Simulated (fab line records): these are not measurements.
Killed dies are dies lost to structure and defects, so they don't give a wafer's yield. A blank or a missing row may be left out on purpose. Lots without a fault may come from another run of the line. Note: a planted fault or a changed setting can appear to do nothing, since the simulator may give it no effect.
fab line records	flow berkeleyCmos170	part 2 of 2: steps 35 to 46 of 46
[record] lots = 5	wafers = 15	lastDay = 13
route steps=331 shown ACTIVE@77 PFIELD@79 FIELD@89 SACOX@97 SCREENOX@100 NVT@104 PVT@115
lots that met no fault: taken from a fault-free run of the same line
startH: the number of hours between the record's first day and the start of the first shown wafer of the lot	waitH: hours elapsed since this lot's preceding step	" same as the row above	L1.1+2: one row covering several wafers at once	- no value, or no start was given	* or withheld: withheld	< > ~ a bound
route shown NAME@n: NAME is a module with steps in the file, n the number in the route of the first one	usual: average and standard deviation across the fault-free wafers	same: alike in all rows	chamber/n: place in a boat	sites: readings site by site	_std_site: their standard deviation	_edge_site: the outer-site mean with the inner-site mean subtracted	radiusMm: how far each site lies from the wafer's centre	mask NAME#n: copy n	behind: the last tool/chamber to shape the wafer	hold: what put the lot on hold/how long, in hours/how the hold closed	device: the n, p or np transistor that did not switch	end of line: the tests these same wafers got at the end of their route	where a step has no rows: the recipe by itself	killed: count of dies lost to structure and defects at first sort (not the wafer's yield)	map: the dies of a wafer, with x for killed, . for not killed, _ for no die there
set.NAME: setting as actually run; set.NAME@STEP: the setting as run at that earlier step	model.NAME: the simulator's own value behind a step, which no gauge read
lots at some steps of the route; a table a step, a row a wafer
services: from which hour (startH, from the record's first day; less than 0 if before it) a tool's chamber was out of use, for how many hours, and why
[[steps]]
[step UCB170_NVT_IMPLANT_07]
[recipe] species = BF2	doseCm2 = 3e+12	energyKev = 50	tiltDeg = 7
lot.wafer	tool	chamber	startH	waitH
L078.1+2+5	implanter-02	0	128.99	0.0
L077.3+4+6	implanter-03	0	129.32	0.1
L093.1+3+5	implanter-01	0	205.42	0.0
L096.3+4+6	implanter-03	0	228.27	0.1
L097.1+2+6	implanter-01	0	235.39	0.0
[step UCB170_NVT_STRIP_08]
[recipe] chemistry = O2	powerW = 400	pressureMtorr = 3500	platenTempC = withheld	o2FlowSccm = 400	overashFraction = 0.5
[usual] drypumpMotorCurrentA = 5.7/0.52	oesProductAu = 0.734/0.0046	stripTimeToEndpointS = 21.67/0.056
lot.wafer	tool	chamber	startH	waitH	drypumpMotorCurrentA	oesProductAu	rfHoursCounterH	stripTimeToEndpointS
L078.1	plasmaAsher-02	1	129.14	0.1	5.7	0.733	41	21.71
L078.2	"	0	"	"	5.0	0.733	41	21.75
L078.5	"	1	"	"	5.7	0.731	-	21.72
L077.3	plasmaAsher-01	1	129.45	0.1	6.3	0.731	-	21.67
L077.4	"	0	"	"	6.1	0.727	-	21.75
L077.6	"	0	"	"	6.1	0.726	-	21.74
L093.1	plasmaAsher-01	0	205.57	0.1	6.1	0.739	47	21.74
L093.3	"	0	"	"	6.1	0.727	-	21.71
L093.5	"	0	"	"	6.1	0.730	-	21.66
L096.3	plasmaAsher-01	1	228.40	0.1	6.3	0.728	-	21.68
L096.4	"	0	"	"	6.1	0.734	-	21.73
L096.6	"	1	"	"	6.3	0.733	-	21.68
L097.1	plasmaAsher-03	0	235.54	0.1	5.2	0.731	12	21.67
L097.2	"	1	"	"	5.2	0.750	12	21.67
L097.6	"	0	"	"	5.2	0.726	-	21.66
[step UCB170_NVT_TW_MEAS_09]
[usual] NVT_TW = 524/3.6
lot.wafer	tool	chamber	startH	waitH	NVT_TW
L078.1	filmMetro-04	-	129.24	0.1	528
L078.2	"	-	"	"	529
L078.5	"	-	"	"	526
L077.3	filmMetro-03	-	129.54	0.1	521
L077.4	"	-	"	"	522
L077.6	"	-	"	"	523
L093.1	filmMetro-04	-	205.67	0.1	527
L093.3	"	-	"	"	528
L093.5	"	-	"	"	526
L096.3	filmMetro-03	-	228.49	0.1	525
L096.4	"	-	"	"	523
L096.6	"	-	"	"	525
L097.1	filmMetro-01	-	235.64	0.1	519
L097.2	"	-	"	"	520
L097.6	"	-	"	"	516
[step UCB170_NVT_CLEAN_10]
[recipe] chemistry = SPM	tempC = 120	timeS = 600
[usual] bathHeatDutyPct = 12.5/1.1
lot.wafer	tool	chamber	startH	waitH	bathHeatDutyPct
L078.1	wetBench-03	2	129.30	0.1	13.4
L078.2	"	2	"	"	12.1
L078.5	"	2	"	"	12.7
L077.3	wetBench-03	2	129.65	0.1	13.0
L077.4	"	2	"	"	14.0
L077.6	"	2	"	"	13.0
L093.1	wetBench-01	2	207.31	1.6	13.8
L093.3	"	2	"	"	13.5
L093.5	"	2	"	"	11.1
L096.3	wetBench-01	1	228.53	0.0	11.9
L096.4	"	1	"	"	11.2
L096.6	"	1	"	"	10.4
L097.1	wetBench-02	2	236.13	0.5	11.1
L097.2	"	2	"	"	10.6
L097.6	"	2	"	"	11.7
[step UCB170_PVT_HMDS_00]
[recipe] primeTimeS = 60	primeTempC = 100
[same] primeTimeS = 60
lot.wafer	tool	chamber	startH	waitH
L078.1+2+5	lithoTrack-04	0	129.48	0.0
L077.3+4+6	lithoTrack-04	0	129.98	0.1
L093.1+3+5	lithoTrack-01	0	207.49	0.0
L096.3+4+6	lithoTrack-02	0	228.77	0.1
L097.1+2+6	lithoTrack-01	0	236.73	0.4
[step UCB170_PVT_COAT_01]
[recipe] resist = KrF	spinRpm = 1500	resistThkNm = 900
lot.wafer	tool	chamber	startH	waitH
L078.1+2+5	lithoTrack-04	0	129.63	0.1
L077.3+4+6	lithoTrack-04	0	130.13	0.1
L093.1+3+5	lithoTrack-01	0	207.64	0.1
L096.3+4+6	lithoTrack-02	0	228.92	0.1
L097.1+2+6	lithoTrack-01	0	236.88	0.1
[step UCB170_PVT_SOFTBAKE_02]
[recipe] resist = KrF	tempC = 130	timeS = 60
[usual] heaterPowerTotalW = 56.80/0.048
lot.wafer	tool	chamber	startH	waitH	heaterPowerTotalW
L078.1	lithoTrack-04	0	129.78	0.1	56.80
L078.2	"	0	"	"	56.77
L078.5	"	0	"	"	56.86
L077.3	lithoTrack-04	0	130.28	0.1	56.80
L077.4	"	0	"	"	56.83
L077.6	"	0	"	"	56.87
L093.1	lithoTrack-01	0	207.79	0.1	56.72
L093.3	"	0	"	"	56.84
L093.5	"	0	"	"	56.84
L096.3	lithoTrack-02	0	229.07	0.1	56.71
L096.4	"	0	"	"	56.76
L096.6	"	0	"	"	56.69
L097.1	lithoTrack-01	0	237.03	0.1	56.84
L097.2	"	0	"	"	56.85
L097.6	"	0	"	"	56.85
[step UCB170_PVT_EXPOSE_03]
[recipe] maskId = NWELL	targetCdNm = 3000	na = 0.5	sigmaOuter = 0.6	sourceShape = conventional	doseMj = 30
lot.wafer	tool	chamber	startH	waitH	mask
L078.1+2+5	krfScanner-02	0	129.93	0.1	NWELL#0
L077.3+4+6	krfScanner-02	0	130.61	0.3	NWELL#0
L093.1+3+5	krfScanner-01	0	207.94	0.1	NWELL#0
L096.3+4+6	krfScanner-02	0	229.34	0.2	NWELL#0
L097.1+2+6	krfScanner-01	0	237.41	0.4	NWELL#0
[step UCB170_PVT_PEB_04]
[recipe] pebTempC = 130	pebTimeS = withheld	resist = KrF
[usual] heaterPowerTotalW = 56.80/0.044
lot.wafer	tool	chamber	startH	waitH	heaterPowerTotalW
L078.1	lithoTrack-01	0	130.20	0.3	56.69
L078.2	"	0	"	"	56.81
L078.5	"	0	"	"	56.73
L077.3	lithoTrack-01	0	130.73	0.1	56.86
L077.4	"	0	"	"	56.84
L077.6	"	0	"	"	56.78
L093.1	lithoTrack-04	0	208.14	0.2	56.77
L093.3	"	0	"	"	56.86
L093.5	"	0	"	"	56.76
L096.3	lithoTrack-02	0	229.46	0.1	56.87
L096.4	"	0	"	"	56.82
L096.6	"	0	"	"	56.76
L097.1	lithoTrack-04	0	237.53	0.1	56.79
L097.2	"	0	"	"	56.84
L097.6	"	0	"	"	56.84
[step UCB170_PVT_DEVELOP_05]
[recipe] developer = TMAH	developTimeS = 45	resist = KrF	devTempC = 21
[same] developTimeS = 45
lot.wafer	tool	chamber	startH	waitH
L078.1+2+5	lithoTrack-01	0	-	-
L077.3+4+6	lithoTrack-01	0	-	-
L093.1+3+5	lithoTrack-04	0	-	-
L096.3+4+6	lithoTrack-02	0	-	-
L097.1+2+6	lithoTrack-04	0	-	-
[step UCB170_PVT_OVL_MEAS_06]
[usual] PVT_OVL = 0/5.3
lot.wafer	tool	chamber	startH	waitH	PVT_OVL[nm]
L078.1	overlay-01	-	130.48	-	3
L078.2	"	-	"	"	-1
L078.5	"	-	"	"	-3
L077.3	overlay-01	-	130.97	-	-8
L077.4	"	-	"	"	-11
L077.6	"	-	"	"	-8
L093.1	overlay-01	-	208.42	-	-2
L093.3	"	-	"	"	-3
L093.5	"	-	"	"	-1
L096.3	overlay-02	-	229.70	-	-2
L096.4	"	-	"	"	-1
L096.6	"	-	"	"	3
L097.1	overlay-02	-	237.81	-	0
L097.2	"	-	"	"	1
L097.6	"	-	"	"	4
[step UCB170_PVT_IMPLANT_07]
[recipe] species = P	doseCm2 = 2e+12	energyKev = 30	tiltDeg = 7
lot.wafer	tool	chamber	startH	waitH
L078.1+2+5	implanter-04	0	130.51	0.0
L077.3+4+6	implanter-03	0	131.04	0.1
L093.1+3+5	implanter-02	0	208.45	0.0
L096.3+4+6	implanter-04	0	229.77	0.1
L097.1+2+6	implanter-02	0	237.84	0.0
[[services]]
tool	chamber	startH	hours	kind
krfScanner-01	-	75.90	0.8	pm
krfScanner-01	-	84.60	9.2	repair
implanter-04	-	91.40	5.1	pm
implanter-01	-	101.93	1.3	repair
krfScanner-02	-	102.01	1.3	pm
plasmaAsher-03	-	108.75	9.0	pm
furnace-02	-	122.01	5.6	pm
krfScanner-02	-	126.45	0.8	pm
wetBench-01	-	129.15	2.5	repair
krfScanner-02	-	138.07	2.1	repair
krfScanner-02	-	145.07	0.1	repair
implanter-02	-	147.00	0.8	repair
krfScanner-02	-	153.15	0.2	repair
krfScanner-01	-	160.39	3.6	pm
implanter-02	-	164.72	18.6	repair
krfScanner-02	-	192.52	2.4	repair
krfScanner-01	-	198.00	1.0	pm
implanter-01	-	202.15	1.3	repair
krfScanner-01	-	206.72	0.8	pm
krfScanner-01	-	208.69	1.3	pm
furnace-02	-	210.26	3.3	pm
krfScanner-02	-	225.05	1.0	pm
furnace-04	-	235.22	3.3	pm
implanter-01	-	236.79	4.6	pm
